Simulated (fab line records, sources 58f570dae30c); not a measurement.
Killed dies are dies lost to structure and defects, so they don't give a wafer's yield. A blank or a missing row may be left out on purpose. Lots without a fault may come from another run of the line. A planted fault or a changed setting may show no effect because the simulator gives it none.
One fault seen from 2 desks | flow berkeley_cmos170 | each desk has only its own numbers; what lay behind them comes last

THE TOOL OWNER'S DESK: litho_track-01
The tool's own readings at UCB170_M3_COAT_10 (resist thk 900 nm): means of the sampled wafers that have a number, for each lot that ran on this tool. A lot is out of limits, marked OUT, if its mean lies more than 4 standard deviations from the usual mean; the brackets give that distance.
Columns: A = exhaust_pa at UCB170_M3_COAT_10, usual 45.1 Pa; B = spin_speed_rpm at UCB170_M3_COAT_10, usual 1499.8 rpm
lot  | first seen here | A    | B
L747 | day 9 15:00     | 45.2 | 1498.0
L755 | day 10 11:00    | 43.8 | 1467.4 (-34) OUT
L756 | day 11 05:00    | 45.0 | 1467.8 (-34) OUT
L759 | day 11 13:00    | 44.9 | 1468.4 (-33) OUT
This desk's finding: out of limits on L755, L756, L759; first on L755, day 10 11:00 (spin_speed_rpm at UCB170_M3_COAT_10). In limits: L747.

THE METROLOGY DESK
What the gauges read, lot by lot, whatever tool the lot ran on: means of the sampled wafers that have a number. A lot is out of limits, marked OUT, if its mean lies more than 4 standard deviations from the usual mean; the brackets give that distance.
Columns: A = cd_nm at UCB170_V2_CD_MEAS_90, usual 699.7 nm; B = M3_AL_RS at UCB170_M3_RS_MEAS_02, usual 0.0323 ohm/sq; C = M3_AL_THK at UCB170_M3_THK_MEAS_03, usual 916 nm; D = cd_nm at UCB170_M3_CD_MEAS_15, usual 699.9 nm
lot  | first seen here | A     | B      | C   | D
L747 | day 9 11:40     | 700.3 | 0.0331 | 893 | 698.9
L749 | day 9 12:17     | 701.5 | 0.0320 | 913 | 699.9
L755 | day 10 07:52    | 698.2 | 0.0325 | 914 | 699.9
L756 | day 11 03:05    | 697.7 | 0.0321 | 922 | 699.2
L759 | day 11 11:15    | 700.4 | 0.0321 | 923 | 697.6
L764 | day 12 16:23    | 698.9 | 0.0321 | 919 | 700.7
L768 | day 13 00:10    | 700.4 | 0.0324 | 904 | 699.5
This desk's finding: nothing out of limits on any of the 7 lots.

PUT TOGETHER
The tool owner's desk could have raised an alarm at day 10 11:00, on L755, L756, L759.
The metrology desk saw nothing out of limits.
The metrology desk has L755, L756, L759 on record, within its limits.
Of the lots named, all ran UCB170_M3_COAT_10 on litho_track-01.

WHAT THE SIMULATOR HAD PUT IN
Process parameter drift: litho_track-01, from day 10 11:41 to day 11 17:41, at UCB170_M3_COAT_10. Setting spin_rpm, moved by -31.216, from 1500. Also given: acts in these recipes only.
Lots struck among those shown: L755, L756, L759.
